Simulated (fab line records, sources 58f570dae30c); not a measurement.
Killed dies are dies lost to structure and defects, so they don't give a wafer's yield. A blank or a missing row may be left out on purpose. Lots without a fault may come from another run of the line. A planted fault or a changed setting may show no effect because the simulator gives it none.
One fault seen from 2 desks | flow berkeley_cmos170 | each desk has only its own numbers; what lay behind them comes last

THE METROLOGY DESK
What the gauges read, lot by lot, whatever tool the lot ran on: means of the sampled wafers that have a number. A lot is out of limits, marked OUT, if its mean lies more than 4 standard deviations from the usual mean; the brackets give that distance.
Columns: A = cd_nm at UCB170_PLDD_CD_MEAS_06, usual 1199.7 nm; B = cd_nm at UCB170_PSD_CD_MEAS_06, usual 1199.8 nm; C = M3_BOW at UCB170_M3_BOW_MEAS_20, usual 36 um
lot  | first seen here | A      | B      | C
L554 | day 6 05:56     | 1202.9 | 1197.9 | 30
L555 | day 6 16:32     | 1198.6 | 1201.3 | 37
L556 | day 7 04:38     | 1201.4 | 1200.8 | 41
L557 | day 7 05:05     | 1198.4 | 1199.6 | 43
L558 | day 7 19:57     | 1200.0 | 1201.4 | 40
L559 | day 7 20:17     | 1196.6 | 1199.8 | 29
L560 | day 7 21:40     | 1199.1 | 1200.5 | 32
L569 | day 9 13:23     | 1199.9 | 1201.0 | 33
L570 | day 9 18:29     | 1198.3 | 1199.7 | 37
L571 | day 9 18:32     | 1199.4 | 1200.2 | 35
L568 | day 9 19:12     | 1198.8 | 1197.3 | 34
L575 | day 10 12:36    | 1200.9 | 1200.5 | 38
L573 | day 10 12:49    | 1200.0 | 1198.7 | 38
L574 | day 10 13:23    | 1197.0 | 1200.6 | 34
This desk's finding: nothing out of limits on any of the 14 lots.

THE TOOL OWNER'S DESK: litho_track-01
The tool's own readings at UCB170_M3_SOFTBAKE_11 (time 60 s): means of the sampled wafers that have a number, for each lot that ran on this tool. A lot is out of limits, marked OUT, if its mean lies more than 4 standard deviations from the usual mean; the brackets give that distance.
Columns: A = heater_power_total_W at UCB170_M3_SOFTBAKE_11, usual 56.80 W; B = plate_temp_C at UCB170_M3_SOFTBAKE_11, usual 130.04 C
lot  | first seen here | A               | B
L554 | day 7 16:00     | 56.81           | 130.01
L555 | day 8 04:00     | 56.76           | 130.16
L558 | day 9 06:00     | 55.87 (-18) OUT | 128.48 (-13) OUT
L559 | day 9 07:00     | 55.90 (-18) OUT | 128.36 (-14) OUT
L574 | day 12 04:00    | 56.79           | 130.00
This desk's finding: out of limits on L558, L559; first on L558, day 9 06:00 (heater_power_total_W at UCB170_M3_SOFTBAKE_11). In limits: L554, L555, L574.

PUT TOGETHER
The tool owner's desk could have raised an alarm at day 9 06:00, on L558, L559.
The metrology desk saw nothing out of limits.
The metrology desk has L558, L559 on record, within its limits.
Of the lots named, all ran UCB170_M3_SOFTBAKE_11 on litho_track-01.

WHAT THE SIMULATOR HAD PUT IN
Process parameter drift: litho_track-01, from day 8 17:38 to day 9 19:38, at UCB170_M3_SOFTBAKE_11. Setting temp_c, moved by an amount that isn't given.
Lots struck among those shown: L558, L559.
Hours from the fault's start to each desk's first reading out of limits: the tool owner's desk, 12.
